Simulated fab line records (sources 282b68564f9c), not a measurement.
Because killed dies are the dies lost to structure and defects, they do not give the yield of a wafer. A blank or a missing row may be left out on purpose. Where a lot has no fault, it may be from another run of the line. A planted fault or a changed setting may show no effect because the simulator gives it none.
Comparing a struck lot with a sound one :: flow rit-cmos :: 15 out of 202 route steps
Sound: these wafers, L921.1, L921.2, L921.6. Wafers L928.1, L928.3, L928.6 were the ones struck. Last of all comes the cause.
Order at every step that has rows: each side's tool, ch and its chambers, its first start. Under that, the readings that differ: sound wafers :: struck wafers :: difference of the means :: sigmas: that difference in standard deviations of wafers without a fault.
alike: readings with means less than 2 such deviations apart, plus words and numbers identical on both sides. not compared: withheld readings, readings lacking a value on some wafer, bounds such as >300 that could conceal the same value, and numbers that have no deviation in the record and whose values overlap.
A row with sigmas, a row that says differs or no value, or rows on one side alone: a step with any of these is where the two part. Numbers that have no deviation but don't overlap get no sigmas and don't part them. A reading missing from all wafers of one side parts the sides only when that side holds two or more wafers.

RIT_PLDD_TW_MEAS_10:
  struck on film-metro-02, day 4 10:37; sound on film-metro-01, day 3 00:32
reading: PLDD_TW
sound: 2336 2341 2320
struck: 2399 2402 2395
difference: +66
sigmas: +3
then, 4 steps without rows for these wafers: RIT_SPACER_CLEAN_00 (cleans in SC1, time 600 s); RIT_SPACER_CLEAN_01 (cleans in dHF, time 28.75 s); RIT_SPACER_CLEAN_02 (cleans in SC2, time 600 s); RIT_SPACER_CVD_03 (deposits Si3N4 from SiH2Cl2/NH3, target thk 250 nm, time 3300 s).
RIT_SPACER_THK_MEAS_04:
  struck on film-metro-03, day 4 12:58; sound on film-metro-01, day 3 02:53
reading: SPACER_NITRIDE_THK (nm)
sound: 253.5 252.5 254.6
struck: 244.7 246.1 244.8
difference: -8.3
sigmas: -4
RIT_SPACER_ETCHBACK_05: etches Si3N4 in SF6/CHF3, stops on SiO2, target depth 250 nm, time 240 s.
  sound on rie-diel-01 ch 0,1,2, day 3 02:56; struck on rie-diel-02 ch 0,1,3, day 4 13:01
  alike: chamber-pressure-mTorr, drypump-motor-current-A, oes-product-au, throttle-valve-pct
  not compared: rf-hours-counter-h
then, 5 steps without rows for these wafers: RIT_NSD_HMDS_00 (prime time 60 s); RIT_NSD_COAT_01 (resist thk 1000 nm); RIT_NSD_SOFTBAKE_02 (time 60 s); RIT_NSD_EXPOSE_03 (exposes mask M9, target cd 40700 nm); RIT_NSD_PEB_04.
RIT_NSD_DEVELOP_05: develop time 50 s.
  sound on litho-track-02 ch 0, day 3 03:00; struck on litho-track-04 ch 0, day 4 14:00
reading: developer-temp-C (C)
sound: 23.09 23.06 23.12
struck: 22.10 22.06 21.99
difference: -1.04
sigmas: -9
RIT_NSD_OVL_MEAS_06:
  struck on overlay-02, day 4 14:09; sound on overlay-02, day 3 04:06
  alike: NSD_OVL
RIT_M1_PROBE_99:
  struck on prober-01, day 5 00:19; sound on prober-02, day 3 14:50
  alike: killed-at-contacts, killed-at-front-end, killed-dies, killed-open, killed-short

WHERE THEY PART
At RIT_PLDD_TW_MEAS_10 first; at RIT_NSD_DEVELOP_05 last (within this record only). Later steps at which nothing parts them and some readings are alike: RIT_NSD_OVL_MEAS_06, RIT_M1_PROBE_99.

WHY: the cause the simulator had injected
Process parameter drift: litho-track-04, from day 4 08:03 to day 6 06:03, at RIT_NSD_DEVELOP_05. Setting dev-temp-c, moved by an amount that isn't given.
